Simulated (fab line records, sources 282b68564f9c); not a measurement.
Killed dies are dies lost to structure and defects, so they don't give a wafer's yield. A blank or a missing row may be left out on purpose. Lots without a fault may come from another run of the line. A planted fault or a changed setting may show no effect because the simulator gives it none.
Which tool did it? | flow rit_cmos | 14 lots, 42 wafers sampled, at 3 steps of a route of 202

WHAT THE GAUGES READ, wafer by wafer
RIT_SILICIDE_RS_MEAS_02: measures by four-point-probe.
lot  | measured    | on            | SILICIDE_TI_RS (ohm/sq)
L756 | day 3 05:46 | film_metro-03 | 49.4 49.5 49.2
L757 | day 3 08:47 | film_metro-03 | 49.5 48.9 49.8
L758 | day 3 13:45 | film_metro-03 | 49.4 49.1 50.1
L761 | day 4 05:04 | film_metro-04 | 49.5 49.3 48.7
L762 | day 4 11:56 | film_metro-02 | 31.7 50.0 32.0
L763 | day 4 14:56 | film_metro-03 | 50.4 50.2 50.4
L764 | day 4 22:20 | film_metro-03 | 49.0 49.0 31.2
L769 | day 5 22:53 | film_metro-04 | 49.9 50.6 50.0
L771 | day 6 07:15 | film_metro-02 | 50.5 50.4 50.3
L774 | day 7 02:29 | film_metro-02 | 50.1 50.5 49.7
L775 | day 7 10:19 | film_metro-03 | 49.2 50.3 49.6
L776 | day 7 16:03 | film_metro-03 | 50.6 49.1 49.9
L778 | day 8 01:53 | film_metro-04 | 50.4 49.9 49.1
L779 | day 8 13:51 | film_metro-03 | 50.1 50.3 50.4

RIT_SILICIDE_THK_MEAS_03: measures by xrf.
lot  | measured    | on            | SILICIDE_TI_THK (nm)
L756 | day 3 05:53 | film_metro-03 | 29.2 29.0 29.3
L757 | day 3 08:53 | film_metro-03 | 29.2 29.5 29.0
L758 | day 3 13:52 | film_metro-03 | 29.2 29.4 28.8
L761 | day 4 05:11 | film_metro-04 | 29.1 29.0 29.5
L762 | day 4 12:04 | film_metro-02 | 41.3 28.7 41.1
L763 | day 4 15:02 | film_metro-03 | 28.7 28.8 28.7
L764 | day 4 22:26 | film_metro-03 | 29.4 29.4 42.3
L769 | day 5 23:00 | film_metro-04 | 28.7 28.3 28.6
L771 | day 6 07:22 | film_metro-02 | 28.5 28.5 28.6
L774 | day 7 02:36 | film_metro-02 | 28.5 28.3 28.7
L775 | day 7 10:26 | film_metro-03 | 29.2 28.6 29.1
L776 | day 7 16:09 | film_metro-03 | 28.6 29.2 28.9
L778 | day 8 02:00 | film_metro-04 | 28.3 28.6 28.8
L779 | day 8 13:58 | film_metro-03 | 28.8 28.7 28.5

WHICH TOOL RAN EACH LOT (tool, then ch and the chambers of the sampled wafers, then the start)
lot  | RIT_SILICIDE_SPUTTER_01
L756 | pvd_sputter-03, day 3 05:37
L757 | pvd_sputter-02, day 3 08:37
L758 | pvd_sputter-03, day 3 13:36
L761 | pvd_sputter-04, day 4 04:55
L762 | pvd_sputter-02, day 4 11:47
L763 | pvd_sputter-04, day 4 14:46
L764 | pvd_sputter-02, day 4 22:10
L769 | pvd_sputter-04, day 5 22:43
L771 | pvd_sputter-03, day 6 07:05
L774 | pvd_sputter-02, day 7 02:19
L775 | pvd_sputter-03, day 7 10:09
L776 | pvd_sputter-02, day 7 15:52
L778 | pvd_sputter-02, day 8 01:44
L779 | pvd_sputter-04, day 8 13:42
- RIT_SILICIDE_SPUTTER_01: material Ti, target thk 30 nm, time 234.8 s.

WHAT THE TOOLS THEMSELVES READ (means of the sampled wafers that have a number; where no wafer has one, the mark that the record gives instead)
RIT_SILICIDE_SPUTTER_01.
lot  | tool           | throttle_valve_pct (%)
L756 | pvd_sputter-03 | 29.1
L757 | pvd_sputter-02 | 28.6
L758 | pvd_sputter-03 | 28.3
L761 | pvd_sputter-04 | 30.1
L762 | pvd_sputter-02 | 29.2
L763 | pvd_sputter-04 | 30.2
L764 | pvd_sputter-02 | 29.5
L769 | pvd_sputter-04 | 30.0
L771 | pvd_sputter-03 | 28.1
L774 | pvd_sputter-02 | 28.8
L775 | pvd_sputter-03 | 28.0
L776 | pvd_sputter-02 | 29.0
L778 | pvd_sputter-02 | 27.9
L779 | pvd_sputter-04 | 30.2

THE ANSWER, worked out from the rows above alone
Rule: what is usual is taken from the lots themselves. Put in order of their means at a reading, lots are off if they are a third of the lots or fewer, leave a main group of 4 or more, and stand apart from it by a gap of 3 or more times the standard deviation of the main group's means; of several such gaps the widest counts. A main group whose means are all the same, to the digits that the tables above print for the reading, isn't used. A lot without any number at a reading at which 4 lots or more have one is off too. The other lots that the step has rows for count as sound. The gauges are gone through in route order, then the tools' own readings, and for those a lot's mean is taken as printed above. The first step at which some lot is off is used, and at that step the reading that is off furthest; a lot without a number counts as furthest.
Off: L762, L764, at RIT_SILICIDE_RS_MEAS_02 (SILICIDE_TI_RS). The main group: mean 49.8 ohm/sq, standard deviation 0.4.
A tool fits if, at a process step before that reading, it ran every lot that is off, and no sound lot after the first of them. The gauges at RIT_SILICIDE_RS_MEAS_02 are tried like those tools. None of those tried fits.

WHAT THE SIMULATOR HAD PUT IN
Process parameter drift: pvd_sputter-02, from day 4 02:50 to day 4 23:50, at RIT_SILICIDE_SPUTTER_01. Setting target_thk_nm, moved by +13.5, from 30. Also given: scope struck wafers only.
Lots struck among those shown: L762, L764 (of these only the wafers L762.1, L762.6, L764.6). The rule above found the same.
